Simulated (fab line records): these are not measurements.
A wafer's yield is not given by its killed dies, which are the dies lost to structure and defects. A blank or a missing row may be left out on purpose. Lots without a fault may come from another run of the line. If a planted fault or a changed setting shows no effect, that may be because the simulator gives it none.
Chamber matching ; flow berkeleyCmos170 ; 4 sister chambers for UCB170_ZERO_ETCH_06 on rieDiel-02
The step etches SiO2 in CHF3/CF4/Ar, time 12 s. 18 wafers are shown with their chamber, then 9 later ones without.

== WAFERS WITH THEIR CHAMBER ==
wafer;chamber;drypumpMotorCurrentA (A);throttleValvePct (%);oesProductAu (a.u.)
L425.3;1;5.1;9.12;0.635
L425.5;3;6.3;9.13;0.606
L425.6;2;5.1;9.07;0.635
L427.1;2;5.2;9.07;0.628
L427.2;1;5.1;9.12;0.632
L427.5;3;6.3;9.13;0.619
L429.2;0;4.7;9.15;0.613
L429.4;3;6.3;9.12;0.618
L429.5;1;5.1;9.11;0.639
L434.2;3;6.2;9.14;0.612
L434.4;1;5.1;9.11;0.633
L434.5;2;5.2;9.06;0.634
L435.2;0;4.7;9.17;0.614
L435.5;1;5.1;9.12;0.637
L435.6;2;5.2;9.07;0.622
L437.1;1;5.1;9.11;0.642
L437.3;0;4.7;9.15;0.611
L437.4;3;6.2;9.12;0.610

SIGNATURES (means of the wafers above)
reading;chamber 0;chamber 1;chamber 2;chamber 3;scatter within a chamber
drypumpMotorCurrentA;4.700;5.100;5.175;6.260;0.0373
throttleValvePct;9.1567;9.1150;9.0675;9.1280;0.00742
oesProductAu;0.61267;0.63633;0.62975;0.61300;0.00467
Rule: for a wafer and a chamber, the distance is found by dividing, reading by reading, the gap between the wafer's reading and the chamber's mean by the reading's scatter, squaring, summing and taking the root. The wafer belongs to the nearest chamber; if the next one is less than 2 further off, it can't be placed. How the scatter is found: for the shown wafers, subtract from each reading the mean of its chamber, square and add these, divide the total by (wafers less chambers), then take the root.

== WAFERS WITH NO CHAMBER GIVEN ==
wafer;drypumpMotorCurrentA (A);throttleValvePct (%);oesProductAu (a.u.)
L439.4;5.2;9.07;0.636
L439.5;5.2;9.07;0.632
L439.6;6.2;9.16;0.608
L438.1;6.3;9.12;0.612
L438.2;4.7;9.13;0.603
L438.3;5.2;9.06;0.632
L442.1;5.1;9.13;0.636
L442.2;4.7;9.16;0.605
L442.3;5.2;9.06;0.631

== THE CHAMBER EACH PASSED THROUGH ==
wafer;from the rows above;in truth
L439.4;2;2
L439.5;2;2
L439.6;3;3
L438.1;3;3
L438.2;0;0
L438.3;2;2
L442.1;1;1
L442.2;0;0
L442.3;2;2
Correct placement for 9 of the 9. Not placeable from these rows: 0. 0 placed wrongly.
